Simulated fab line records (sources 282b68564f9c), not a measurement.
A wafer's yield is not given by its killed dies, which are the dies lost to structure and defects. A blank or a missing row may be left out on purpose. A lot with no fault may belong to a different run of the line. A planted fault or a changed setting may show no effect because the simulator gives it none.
Comparing a struck lot with a sound one :: flow rit cmos :: 15 out of 202 route steps
Sound: these wafers, L579.2, L579.4, L579.5. Struck: wafer L584.5 (left out: L584.4, L584.6 of the same lot, which were not struck); the cause appears at the end.
For every step that has rows: the tool of each side, followed by ch and its chambers, followed by its first start. Under that, the readings that differ: sound wafers :: struck wafers :: difference of the means :: sigmas: that difference in standard deviations of wafers without a fault.
alike: words and numbers the same on both sides, and readings whose means are apart by under 2 such deviations; not compared: readings that were withheld, readings missing a value for some wafer, numbers with overlapping values and no deviation given by the record, and bounds like >300 which may hide the same value.
Wherever a step has rows on one side only, a row that says differs or no value, or a row with sigmas, the two part there. Numbers that have no deviation but don't overlap get no sigmas and don't part them. A reading missing from all wafers of one side parts the sides only when that side holds two or more wafers.

RIT_GATE_THK_MEAS_07:
  struck on film metro-02, day 4 12:02; sound on film metro-02, day 3 11:30
  alike: GATE_OXIDE_THK
then, 1 step without rows for these wafers: RIT_GATE_CVD_08 (deposits poly-Si from SiH4, target thk 250 nm, time 2220 s).
RIT_GATE_THK_MEAS_09:
  struck on film metro-02, day 4 13:43; sound on film metro-03, day 3 13:51
  alike: GATE_POLY_THK
then, 6 steps without rows for these wafers: RIT_GATE_HMDS_10 (prime time 60 s); RIT_GATE_COAT_11 (resist thk 850 nm); RIT_GATE_SOFTBAKE_12 (time 60 s); RIT_GATE_EXPOSE_13 (exposes mask M6, target cd 150 nm); RIT_GATE_PEB_14; RIT_GATE_DEVELOP_15 (develop time 50 s).
RIT_GATE_CD_MEAS_16: the cd target is 150 nm.
  struck on cd sem-02, day 4 14:39; sound on cd sem-01, day 3 14:53
reading: cd nm (nm)
sound: 149.6 151.6 150.7
struck: 156.9
difference: +6.3
sigmas: +2
RIT_GATE_OVL_MEAS_17:
  struck on overlay-01, day 4 14:43; sound on overlay-01, day 3 15:00
  alike: GATE_OVL
then, 1 step without rows for these wafers: RIT_GATE_HARDBAKE_18 (time 60 s).
RIT_GATE_ETCH_19: etches poly-Si in SF6/CHF3/O2, stops on SiO2, time 165 s, target depth 312.5 nm.
  sound on rie si-01 ch 0,2, day 3 15:11; struck on rie si-02 ch 3, day 4 14:53
reading: rf fwd power W (W)
sound: 159.4 159.5 159.2
struck: 223.7
difference: +64.3
sigmas: +99 or more

reading: model.NOVOLAK_of_GATE_COAT_11.thk nm (nm)
sound: 669.1 669 666.7
struck: 637.3
difference: -31.0
sigmas: 
  alike: CHF3_flow_sccm, drypump motor current A, oes product au, throttle valve pct
  not compared: rf hours counter h
RIT_GATE_STRIP_20: strips in O2, time 180 s.
  sound on plasma asher-04 ch 0,1, day 3 15:17; struck on plasma asher-04 ch 0, day 4 15:04
  alike: drypump motor current A
  not compared: rf hours counter h
RIT_M1_PROBE_99:
  struck on prober-01, day 5 15:02; sound on prober-02, day 4 11:16
reading: model.etest.pmos turned.r on ohm um
sound: 3443 3481 3407
struck: 3366
difference: -78
sigmas: 

reading: model.etest.pmos_0p3.r on ohm um
sound: 6304 6294 6260
struck: 6098
difference: -188
sigmas: 

reading: model.etest.nmos_0p15.r on ohm um
sound: 1100 1118 1103
struck: 1312
difference: +205
sigmas: 

reading: model.etest.nmos_0p3.r on ohm um
sound: 2108 2129 2121
struck: 2292
difference: +173
sigmas: 

reading: model.etest.pwell pinched.rs ohm sq
sound: 449 460 458.9
struck: 516
difference: +60
sigmas: 

reading: model.etest.nwell pinched.rs ohm sq
sound: 334.7 337.1 336.6
struck: 388.6
difference: +52.5
sigmas: 

reading: model.etest.pmos_0p15.drive ua um
sound: 255.1 252.5 256.3
struck: 269.9
difference: +15.3
sigmas: 
  alike: killed_at_M0_to_M3, killed at contacts, killed at front end, killed dies, killed open, killed short
  not compared: model.etest.pmos_0p15.r on ohm um

WHERE THEY PART
Earliest at RIT_GATE_CD_MEAS_16; latest, in this record, at RIT_GATE_ETCH_19. Later steps at which nothing parts them and some readings are alike: RIT_GATE_STRIP_20, RIT_M1_PROBE_99.

WHY: the cause the simulator had injected
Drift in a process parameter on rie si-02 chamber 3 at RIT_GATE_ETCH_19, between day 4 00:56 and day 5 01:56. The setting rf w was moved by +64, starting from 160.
